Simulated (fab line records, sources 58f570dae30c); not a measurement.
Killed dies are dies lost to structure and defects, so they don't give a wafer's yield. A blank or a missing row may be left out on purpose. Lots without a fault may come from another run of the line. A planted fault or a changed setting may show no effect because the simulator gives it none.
fab line records | flow berkeley_cmos170
record lots=14 wafers=42 last_day=11
route steps=331 shown M1@251 V1@257 M2@278
lots that met no fault: from a run of the same line without faults
start_h: hours from the record's first day to the start of the lot's first wafer shown | wait_h: hours since the lot's step before | " the same as in the row above | L1.1+2: a row that stands for several wafers | - no value, or no start given | * or withheld: withheld | < > ~ a bound
route shown NAME@n: a module of which the file shows steps, and the number in the route of the first | usual: mean/standard deviation of fault-free wafers | same: alike in all rows | chamber/n: place in a boat | sites: the reading at each site | _std_site: their standard deviation | _edge_site: outer sites' mean less inner sites' | radius_mm: how far each site lies from the wafer's centre | mask NAME#n: copy n | behind: the tool/chamber that last shaped the wafer | hold: why the lot was held/for how many hours/how that ended | device: the transistor (n, p or np) that didn't switch | end of line: the same wafers' tests at the end of the route | a step without rows: its recipe alone | killed: dies lost to structure and defects at the first sort, not the wafer's yield | map: a wafer's dies, x killed, . not, _ none there
set.NAME: the setting as run; set.NAME@STEP: as run at that earlier step | model.NAME: the simulator's own value behind a step, which no gauge read
steps of the route over a sample of lots; a table a step, a row a wafer
services: from which hour (start_h, from the record's first day; less than 0 if before it) a tool's chamber was out of use, for how many hours, and why
## steps
# step UCB170_M1_STRIP_13
# recipe chemistry=O2 power_w=400 pressure_mtorr=3500 platen_temp_c=withheld o2_flow_sccm=400 overash_fraction=0.5
# usual drypump_motor_current_A=5.5/0.49 oes_product_au=0.720/0.0046
# columns lot.wafer tool chamber start_h wait_h drypump_motor_current_A oes_product_au rf_hours_counter_h
L145.2 plasma_asher-03 0 165.40 0.1 5.3 0.725 38
L145.4 " 1 " " 5.1 0.717 -
L145.6 " 1 " " 5.1 0.715 -
L146.1 plasma_asher-04 1 165.54 0.1 5.8 0.722 48
L146.5 " 0 " " 6.1 0.713 -
L146.6 " 1 " " 5.8 0.726 -
L150.2 plasma_asher-02 1 179.81 0.1 5.9 0.723 7
L150.3 " 0 " " 4.8 0.719 -
L150.4 " 1 " " 5.9 0.720 -
L149.1 plasma_asher-03 0 180.81 0.1 5.3 0.714 40
L149.3 " 0 " " 5.3 0.717 -
L149.5 " 0 " " 5.3 0.730 -
L153.1 plasma_asher-03 0 190.52 0.1 5.3 0.728 42
L153.3 " 0 " " 5.3 0.721 -
L153.4 " 1 " " 5.1 0.720 -
L151.2 plasma_asher-04 1 192.74 0.1 5.8 0.724 52
L151.5 " 0 " " 6.2 0.719 -
L151.6 " 1 " " 5.8 0.722 -
L156.3 plasma_asher-02 0 203.01 0.1 4.8 0.716 -
L156.4 " 1 " " 6.0 0.720 -
L156.5 " 1 " " 6.0 0.720 -
L157.2 plasma_asher-02 1 203.53 0.1 6.0 0.721 10
L157.3 " 1 " " 5.9 0.716 -
L157.4 " 0 " " 4.8 0.707 -
L155.1 plasma_asher-03 0 204.15 0.1 5.3 0.724 43
L155.2 " 1 " " 5.1 0.728 43
L155.3 " 1 " " 5.1 0.718 -
L159.2 plasma_asher-04 1 228.87 0.1 5.8 0.711 56
L159.4 " 0 " " 6.2 0.714 -
L159.6 " 1 " " 5.8 0.721 -
L161.1 plasma_asher-02 1 230.74 0.1 5.9 0.714 13
L161.2 " 0 " " 4.8 0.712 13
L161.6 " 0 " " 4.8 0.724 -
L164.2 plasma_asher-04 1 248.06 0.1 5.8 0.717 59
L164.4 " 1 " " 5.8 0.708 -
L164.6 " 1 " " 5.8 0.722 -
L165.1 plasma_asher-02 0 248.14 0.1 4.8 0.718 16
L165.2 " 1 " " 5.9 0.724 16
L165.5 " 0 " " 4.8 0.714 -
L163.3 plasma_asher-04 1 249.87 0.1 5.8 0.720 -
L163.4 " 0 " " 6.1 0.724 -
L163.6 " 0 " " 6.1 0.718 -
# step UCB170_V1_BOW_MEAS_03
# recipe mode=bow
# usual V1_BOW=20/6.9
# columns lot.wafer tool chamber start_h wait_h V1_BOW[um]
L146.1 film_metro-01 - 169.14 0.2 25
L146.5 " - " " 20
L146.6 " - " " 28
L145.2 film_metro-03 - 169.47 0.3 32
L145.4 " - " " 18
L145.6 " - " " 19
L149.1 film_metro-03 - 185.91 0.1 18
L149.3 " - " " 12
L149.5 " - " " 17
L150.2 film_metro-01 - 185.93 0.2 24
L150.3 " - " " 13
L150.4 " - " " 25
L151.2 film_metro-01 - 196.65 0.2 30
L151.5 " - " " 11
L151.6 " - " " 21
L153.1 film_metro-01 - 196.93 0.1 32
L153.3 " - " " 15
L153.4 " - " " 25
L157.2 film_metro-01 - 208.57 0.2 20
L157.3 " - " " 18
L157.4 " - " " 22
L156.3 film_metro-04 - 208.59 0.1 17
L156.4 " - " " 17
L156.5 " - " " 14
L155.1 film_metro-04 - 208.85 0.1 21
L155.2 " - " " 22
L155.3 " - " " 18
L159.2 film_metro-04 - 231.77 0.1 26
L159.4 " - " " 13
L159.6 " - " " 32
L161.1 film_metro-04 - 235.08 0.2 15
L161.2 " - " " 21
L161.6 " - " " 12
L164.2 film_metro-01 - 254.15 0.1 17
L164.4 " - " " 18
L164.6 " - " " 13
L165.1 film_metro-03 - 254.15 0.3 27
L165.2 " - " " 21
L165.5 " - " " 17
L163.3 film_metro-03 - 254.49 0.1 18
L163.4 " - " " 18
L163.6 " - " " 29
# step UCB170_M2_STRIP_07
# recipe chemistry=O2 power_w=400 pressure_mtorr=3500 platen_temp_c=withheld o2_flow_sccm=400 overash_fraction=0.5
# usual drypump_motor_current_A=5.6/0.48 oes_product_au=0.734/0.0043 strip_time_to_endpoint_s=21.95/0.06
# columns lot.wafer tool chamber start_h wait_h drypump_motor_current_A oes_product_au rf_hours_counter_h strip_time_to_endpoint_s
L146.1 plasma_asher-02 0 173.40 0.1 4.8 0.724 7 21.89
L146.5 " 0 " " 4.8 0.736 - 21.91
L146.6 " 1 " " 5.9 0.736 - 21.99
L145.2 plasma_asher-04 1 173.85 0.1 5.7 0.740 49 21.83
L145.4 " 0 " " 6.1 0.732 - 21.90
L145.6 " 0 " " 6.2 0.736 - 21.84
L149.1 plasma_asher-04 0 190.82 0.1 6.1 0.735 52 21.92
L149.3 " 0 " " 6.1 0.737 - 21.85
L149.5 " 0 " " 6.1 0.731 - 21.93
L150.2 plasma_asher-02 1 191.55 0.1 6.0 0.734 9 22.03
L150.3 " 0 " " 4.8 0.735 - 22.00
L150.4 " 1 " " 5.9 0.730 - 22.03
L151.2 plasma_asher-01 0 200.20 0.1 5.5 0.732 46 21.98
L151.5 " 1 " " 5.9 0.732 - 21.95
L151.6 " 0 " " 5.5 0.740 - 21.94
L153.1 plasma_asher-04 1 200.20 0.1 5.8 0.737 53 21.95
L153.3 " 1 " " 5.8 0.732 - 21.94
L153.4 " 0 " " 6.1 0.733 - 22.01
L157.2 plasma_asher-04 1 211.24 0.1 5.8 0.736 54 21.91
L157.3 " 0 " " 6.1 0.734 - 21.91
L157.4 " 1 " " 5.8 0.736 - 21.91
L156.3 plasma_asher-01 1 211.40 0.1 5.9 0.735 - 21.94
L156.4 " 0 " " 5.5 0.737 - 21.92
L156.5 " 0 " " 5.5 0.729 - 21.91
L155.1 plasma_asher-02 1 211.70 0.1 5.9 0.730 11 21.94
L155.2 " 0 " " 4.8 0.732 11 21.93
L155.3 " 0 " " 4.8 0.734 - 21.87
L159.2 plasma_asher-02 1 236.63 0.1 5.9 0.731 14 22.01
L159.4 " 0 " " 4.8 0.727 - 22.00
L159.6 " 0 " " 4.7 0.733 - 21.97
L161.1 plasma_asher-02 1 238.26 0.1 5.9 0.741 14 21.95
L161.2 " 0 " " 4.8 0.738 14 21.91
L161.6 " 1 " " 5.9 0.736 - 21.96
L164.2 plasma_asher-04 0 256.79 0.1 6.1 0.735 59 21.96
L164.4 " 0 " " 6.2 0.739 - 21.97
L164.6 " 0 " " 6.2 0.727 - 21.92
L165.1 plasma_asher-01 1 257.03 0.1 5.9 0.734 52 22.04
L165.2 " 0 " " 5.5 0.730 52 22.05
L165.5 " 1 " " 5.9 0.732 - 22.12
L163.3 plasma_asher-01 1 257.55 0.1 5.9 0.734 - 21.90
L163.4 " 0 " " 5.5 0.727 - 21.93
L163.6 " 1 " " 5.9 0.739 - 21.94
# step UCB170_M2_METAL_ETCH_18
# recipe chemistry=Cl2/BCl3 target=Al stop_on=SiO2 pressure_mtorr=12 target_depth_a=11700 over_etch_frac=0.3 time_s=195 icp_w=600 bias_w=120 Cl2_flow_sccm=90 bcl3_flow_sccm=45
# usual drypump_motor_current_A=5.6/0.42 oes_product_au=0.851/0.011 rf_fwd_power_W=597.9/1.7 run_length_s=223.4/0.44 throttle_valve_pct=24.70/0.2
# columns lot.wafer tool chamber start_h wait_h drypump_motor_current_A oes_product_au rf_fwd_power_W rf_hours_counter_h run_length_s throttle_valve_pct
L146.1 rie_metal-04 0 175.29 - 5.9 0.846 598.0 4 223.7 24.93
L146.5 " 1 " " 5.8 0.860 598.5 - 223.7 24.87
L146.6 " 0 " " 5.9 0.858 597.9 - 223.5 24.94
L145.2 rie_metal-01 0 176.01 - 5.0 0.846 598.0 1 223.8 24.72
L145.4 " 1 " " 5.0 0.835 596.7 - 223.8 24.58
L145.6 " 0 " " 5.0 0.852 597.6 - 223.1 24.72
L149.1 rie_metal-03 0 192.88 - 5.6 0.853 596.5 8 222.6 24.73
L149.3 " 0 " " 5.6 0.853 597.6 - 222.6 24.73
L149.5 " 0 " " 5.7 0.844 596.1 - 223.1 24.74
L150.2 rie_metal-04 1 193.29 - 5.8 0.870 598.3 10 223.6 24.86
L150.3 " 1 " " 5.8 0.869 598.8 - 223.7 24.85
L150.4 " 0 " " 5.9 0.856 597.5 - 223.9 24.94
L153.1 rie_metal-03 0 203.02 - 5.7 0.848 595.4 9 222.3 24.73
L153.3 " 0 " " 5.6 0.844 595.4 - 222.8 24.73
L153.4 " 1 " " 6.0 0.827 602.2 - 223.2 24.30
L151.2 rie_metal-01 1 203.30 - 5.0 0.839 599.0 6 223.4 24.56
L151.5 " 0 " " 5.0 0.850 596.5 - 223.4 24.70
L151.6 " 1 " " 5.0 0.841 600.2 - 223.4 24.57
L157.2 rie_metal-01 1 212.68 - 5.0 0.844 599.9 7 224.0 24.55
L157.3 " 0 " " 5.0 0.854 596.8 - 222.9 24.72
L157.4 " 1 " " 5.0 0.842 600.0 - 223.5 24.57
L156.3 rie_metal-04 0 212.98 - 5.9 0.853 598.6 - 224.0 24.94
L156.4 " 1 " " 5.8 0.864 598.6 - 223.7 24.88
L156.5 " 1 " " 5.8 0.864 601.0 - 223.5 24.88
L155.1 rie_metal-03 0 213.16 - 5.6 0.856 596.6 9 222.4 24.72
L155.2 " 1 " " 6.1 0.850 594.2 2 224.1 24.30
L155.3 " 1 " " 6.1 0.858 597.8 - 224.0 24.31
L159.2 rie_metal-03 1 237.96 - 6.0 0.851 601.2 3 223.3 24.31
L159.4 " 1 " " 6.0 0.846 598.1 - 223.5 24.30
L159.6 " 0 " " 5.6 0.860 597.2 - 222.7 24.72
L161.1 rie_metal-03 1 240.47 - 6.1 0.844 600.8 3 223.4 24.32
L161.2 " 0 " " 5.6 0.849 596.6 10 222.4 24.72
L161.6 " 0 " " 5.6 0.861 600.2 - 222.8 24.73
L164.2 rie_metal-03 1 258.57 - 6.1 0.855 599.1 3 223.2 24.31
L164.4 " 0 " " 5.6 0.973 - - 158.8 24.66
L164.6 " 0 " " 5.6 0.963 - - 158.6 24.64
L165.1 rie_metal-01 1 258.85 - 5.0 0.840 598.5 8 223.3 24.56
L165.2 " 0 " " 5.0 0.859 596.8 3 223.2 24.72
L165.5 " 0 " " 5.0 0.854 597.1 - 223.4 24.72
L163.3 rie_metal-03 1 259.64 - 6.0 0.849 600.1 - 223.2 24.30
L163.4 " 0 " " 5.6 0.971 - - 158.3 24.68
L163.6 " 1 " " 6.1 0.849 597.3 - 223.4 24.31
# step UCB170_M2_STRIP_19
# recipe chemistry=O2 power_w=400 pressure_mtorr=3500 platen_temp_c=withheld o2_flow_sccm=400 overash_fraction=0.5
# usual drypump_motor_current_A=5.7/0.42 oes_product_au=0.538/0.022
# columns lot.wafer tool chamber start_h wait_h drypump_motor_current_A oes_product_au rf_hours_counter_h
L146.1 plasma_asher-01 1 175.48 0.1 5.9 0.541 43
L146.5 " 1 " " 5.9 0.538 -
L146.6 " 0 " " 5.5 0.531 -
L145.2 plasma_asher-02 0 176.20 0.1 4.8 0.515 7
L145.4 " 0 " " 4.8 0.513 -
L145.6 " 1 " " 6.0 0.520 -
L149.1 plasma_asher-04 1 193.06 0.1 5.8 0.576 52
L149.3 " 1 " " 5.8 0.576 -
L149.5 " 0 " " 6.1 0.582 -
L150.2 plasma_asher-01 1 193.48 0.1 5.9 0.553 45
L150.3 " 1 " " 6.0 0.540 -
L150.4 " 0 " " 5.5 0.542 -
L153.1 plasma_asher-04 1 203.21 0.1 5.7 0.587 53
L153.3 " 0 " " 6.1 0.583 -
L153.4 " 1 " " 5.8 0.536 -
L151.2 plasma_asher-01 0 203.49 0.1 5.5 0.514 46
L151.5 " 1 " " 5.9 0.533 -
L151.6 " 0 " " 5.5 0.506 -
L157.2 plasma_asher-02 1 212.87 0.1 6.0 0.511 11
L157.3 " 1 " " 6.0 0.527 -
L157.4 " 0 " " 4.7 0.494 -
L156.3 plasma_asher-04 0 213.14 0.1 6.1 0.550 -
L156.4 " 1 " " 5.7 0.541 -
L156.5 " 0 " " 6.1 0.538 -
L155.1 plasma_asher-01 0 213.35 0.1 5.5 0.582 48
L155.2 " 1 " " 5.9 0.539 48
L155.3 " 0 " " 5.5 0.549 -
L159.2 plasma_asher-01 1 238.15 0.1 5.9 0.536 50
L159.4 " 0 " " 5.5 0.538 -
L159.6 " 0 " " 5.5 0.569 -
L161.1 plasma_asher-01 1 240.66 0.1 5.9 0.532 51
L161.2 " 0 " " 5.5 0.567 51
L161.6 " 0 " " 5.5 0.586 -
L164.2 plasma_asher-02 1 258.76 0.1 6.0 0.544 17
L164.4 " 0 " " 4.8 0.719 -
L164.6 " 0 " " 4.8 0.722 -
L165.1 plasma_asher-04 0 259.04 0.1 6.2 0.518 60
L165.2 " 1 " " 5.7 0.519 60
L165.5 " 0 " " 6.1 0.528 -
L163.3 plasma_asher-04 0 259.80 0.1 6.2 0.544 -
L163.4 " 1 " " 5.7 0.722 -
L163.6 " 0 " " 6.1 0.545 -
# step UCB170_M2_CD_MEAS_90
# recipe target_cd_nm=700
# usual cd_nm=700/4.5
# columns lot.wafer tool chamber start_h wait_h cd_nm
L146.1 cd_sem-02 - 175.58 0.1 695
L146.5 " - " " 699
L146.6 " - " " 696
L145.2 cd_sem-02 - 176.32 0.1 692
L145.4 " - " " 697
L145.6 " - " " 694
L149.1 cd_sem-01 - 193.21 0.1 705
L149.3 " - " " 709
L149.5 " - " " 703
L150.2 cd_sem-02 - 193.60 0.1 700
L150.3 " - " " 698
L150.4 " - " " 697
L153.1 cd_sem-01 - 203.32 0.1 708
L153.3 " - " " 708
L153.4 " - " " 695
L151.2 cd_sem-02 - 203.61 0.1 698
L151.5 " - " " 699
L151.6 " - " " 699
L157.2 cd_sem-01 - 212.99 0.1 699
L157.3 " - " " 696
L157.4 " - " " 696
L156.3 cd_sem-02 - 213.25 0.1 698
L156.4 " - " " 706
L156.5 " - " " 704
L155.1 cd_sem-01 - 213.45 0.1 711
L155.2 " - " " 702
L155.3 " - " " 701
L159.2 cd_sem-01 - 238.27 0.1 695
L159.4 " - " " 694
L159.6 " - " " 706
L161.1 cd_sem-02 - 240.79 0.1 697
L161.2 " - " " 707
L161.6 " - " " 708
L164.2 cd_sem-01 - 258.88 0.1 692
L164.4 " - " " 725
L164.6 " - " " 723
L165.1 cd_sem-02 - 259.14 0.1 697
L165.2 " - " " 695
L165.5 " - " " 695
L163.3 cd_sem-01 - 259.90 0.1 695
L163.4 " - " " 724
L163.6 " - " " 696
## services
# columns tool chamber start_h hours kind
plasma_asher-04 - 141.74 1.0 repair
rie_metal-03 1 147.84 - clean
rie_metal-03 1 147.84 12.6 scheduled_down
rie_metal-03 1 147.84 12.6 vent_cycle
rie_metal-04 - 150.25 14.6 pm
rie_metal-03 0 218.48 12.8 repair
plasma_asher-01 - 232.08 2.8 repair
rie_metal-01 - 241.27 1.4 pm
rie_metal-03 - 243.52 2.8 pm
rie_metal-04 0 255.73 9.6 repair
plasma_asher-01 - 255.87 0.3 repair
## key
first_sign step=UCB170_M2_METAL_ETCH_18 reading=run_length_s direction=down sigmas=99+ usual=* struck=*
effect step=UCB170_M2_METAL_ETCH_18 reading=oes_product_au direction=up sigmas=11 usual=0.851 struck=0.969
effect step=UCB170_M2_STRIP_19 reading=oes_product_au direction=up sigmas=8.4 usual=0.538 struck=0.721
effect step=UCB170_M2_CD_MEAS_90 reading=cd_nm direction=up sigmas=5.5 usual=700 struck=724
met_at UCB170_M2_METAL_ETCH_18
struck_lots L163,L164
struck_wafers L163.4,L164.4,L164.6
later_rows_left_out L163.4,L164.4,L164.6
sort_left_out L163.4,L164.4,L164.6
not_acting_at UCB170_M1_STRIP_13,UCB170_V1_BOW_MEAS_03,UCB170_M2_STRIP_07
onset_between 240.47 258.57
fault kind=process_parameter_drift tool=rie_metal-03 chamber=0 onset_h=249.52 steps=UCB170_M2_METAL_ETCH_18 channel=time_s offset=* shape=step end_h=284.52 acts_in=* stated=*
# sort_left_out: the simulated sort isn't trusted on such a fault, so these wafers' sort isn't shown, and their yield isn't known
# later_rows_left_out: the simulator's readings of these wafers behind a module that went badly wrong aren't trusted and aren't shown, but for the sort
